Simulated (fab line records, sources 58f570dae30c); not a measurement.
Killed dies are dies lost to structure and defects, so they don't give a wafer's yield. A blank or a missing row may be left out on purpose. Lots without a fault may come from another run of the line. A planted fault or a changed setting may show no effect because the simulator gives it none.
Which tool did it? | flow berkeley_cmos170 | 14 lots, 42 wafers sampled, at 4 steps of a route of 331

WHAT THE GAUGES READ, wafer by wafer
UCB170_ACTIVE_OVL_MEAS_14.
lot  | measured    | on         | ACTIVE_OVL (nm)
L587 | day 4 04:44 | overlay-02 | -3 -5 -6
L590 | day 4 12:58 | overlay-02 | 2 8 0
L589 | day 4 12:42 | overlay-02 | 3 7 5
L591 | day 4 18:55 | overlay-01 | -14 -11 -9
L593 | day 4 22:12 | overlay-01 | -7 -8 -10
L595 | day 6 04:17 | overlay-02 | 1 3 2
L598 | day 6 19:10 | overlay-02 | -3 -1 -3
L604 | day 8 09:47 | overlay-01 | 4 9 3
L606 | day 8 09:16 | overlay-02 | -8 -6 -10
L607 | day 8 09:30 | overlay-01 | -2 -3 -1
L609 | day 8 11:11 | overlay-01 | -5 2 1
L610 | day 8 20:19 | overlay-01 | -2 -5 -2

UCB170_SACOX_THK_MEAS_02.
lot  | measured    | on            | SACOX_OXIDE_THK (nm)
L587 | day 5 03:56 | film_metro-03 | 14.56 14.13 14.47
L590 | day 5 10:41 | film_metro-01 | 14.31 13.95 14.19
L589 | day 5 10:39 | film_metro-02 | 14.14 14.26 14.19
L591 | day 5 22:34 | film_metro-02 | 14.21 14.07 14.19
L593 | day 5 22:35 | film_metro-01 | 14.65 14.59 14.80
L595 | day 7 00:17 | film_metro-03 | 14.55 14.51 14.39
L598 | day 7 16:23 | film_metro-02 | 14.02 14.04 14.31
L604 | day 9 05:01 | film_metro-02 | 14.43 14.67 14.62
L606 | day 9 04:59 | film_metro-01 | 14.82 15.00 14.67
L607 | day 9 05:00 | film_metro-03 | 14.70 14.56 14.86
L609 | day 9 05:03 | film_metro-03 | 14.42 14.69 14.32
L610 | day 9 12:20 | film_metro-03 | 14.30 14.26 14.26

UCB170_PVT_OVL_MEAS_06.
lot  | measured    | on         | PVT_OVL (nm)
L587 | day 5 20:37 | overlay-01 | 1 -4 -3
L590 | day 6 04:56 | overlay-01 | 3 -1 8
L589 | day 6 04:22 | overlay-01 | 1 -2 -2
L591 | day 6 10:31 | overlay-01 | -2 -3 2
L593 | day 6 10:37 | overlay-02 | 8 0 4
L595 | day 7 10:50 | overlay-01 | -4 -8 -5
L598 | day 8 05:08 | overlay-01 | 10 -1 6
L604 | day 9 15:54 | overlay-02 | 5 -2 2
L606 | day 9 15:50 | overlay-01 | -7 -14 -9
L607 | day 9 16:07 | overlay-01 | 13 8 -1
L609 | day 9 15:37 | overlay-01 | -3 5 0
L610 | day 9 18:43 | overlay-02 | 5 2 6

WHICH TOOL RAN EACH LOT (tool, then ch and the chambers of the sampled wafers, then the start)
lot  | UCB170_NWELL_EXPOSE_09
L587 | krf_scanner-02 ch 0, day 2 11:07
L590 | krf_scanner-01 ch 0, day 2 17:50
L589 | krf_scanner-02 ch 0, day 2 18:07
L591 | krf_scanner-02 ch 0, day 2 19:14
L593 | krf_scanner-02 ch 0, day 3 06:40
L595 | krf_scanner-01 ch 0, day 3 21:36
L598 | krf_scanner-01 ch 0, day 4 16:24
L602 | krf_scanner-01, day 5 07:13
L603 | krf_scanner-02, day 5 15:52
L604 | krf_scanner-01 ch 0, day 5 23:22
L606 | krf_scanner-02 ch 0, day 6 10:16
L607 | krf_scanner-02 ch 0, day 6 11:26
L609 | krf_scanner-02 ch 0, day 6 17:15
L610 | krf_scanner-02 ch 0, day 6 22:29
- UCB170_NWELL_EXPOSE_09: exposes mask NWELL, target cd 3000 nm.

WHAT THE TOOLS THEMSELVES READ (means of the sampled wafers that have a number; where no wafer has one, the mark that the record gives instead)
UCB170_NWELL_EXPOSE_09.
lot  | tool           | exposure_dose_mJ_cm2 | focus_offset_nm (nm)
L587 | krf_scanner-02 | 24.994               | -0.7
L590 | krf_scanner-01 | 25.016               | -0.3
L589 | krf_scanner-02 | 25.012               | -0.6
L591 | krf_scanner-02 | 25.019               | 0.0
L593 | krf_scanner-02 | 24.986               | -0.2
L595 | krf_scanner-01 | 24.947               | -0.4
L598 | krf_scanner-01 | 24.997               | -0.2
L602 | krf_scanner-01 | -                    | -
L603 | krf_scanner-02 | -                    | -
L604 | krf_scanner-01 | 24.973               | 0.6
L606 | krf_scanner-02 | 24.990               | 0.7
L607 | krf_scanner-02 | 25.010               | -0.2
L609 | krf_scanner-02 | 24.991               | -0.3
L610 | krf_scanner-02 | 25.010               | -0.7

THE ANSWER, worked out from the rows above alone
Rule: what is usual is taken from the lots themselves. Put in order of their means at a reading, lots are off if they are a third of the lots or fewer, leave a main group of 4 or more, and stand apart from it by a gap of 3 or more times the standard deviation of the main group's means; of several such gaps the widest counts. A main group whose means are all the same, to the digits that the tables above print for the reading, isn't used. A lot without any number at a reading at which 4 lots or more have one is off too. The other lots that the step has rows for count as sound. The gauges are gone through in route order, then the tools' own readings, and for those a lot's mean is taken as printed above. The first step at which some lot is off is used, and at that step the reading that is off furthest; a lot without a number counts as furthest.
Off: L602, L603, at UCB170_NWELL_EXPOSE_09 (exposure_dose_mJ_cm2). Without a number there: L602, L603. The main group: mean 24.995, standard deviation 0.02.
A tool fits if, at that step or a process step before it, it ran every lot that is off, and no sound lot after the first of them. None of those tried fits.

WHAT THE SIMULATOR HAD PUT IN
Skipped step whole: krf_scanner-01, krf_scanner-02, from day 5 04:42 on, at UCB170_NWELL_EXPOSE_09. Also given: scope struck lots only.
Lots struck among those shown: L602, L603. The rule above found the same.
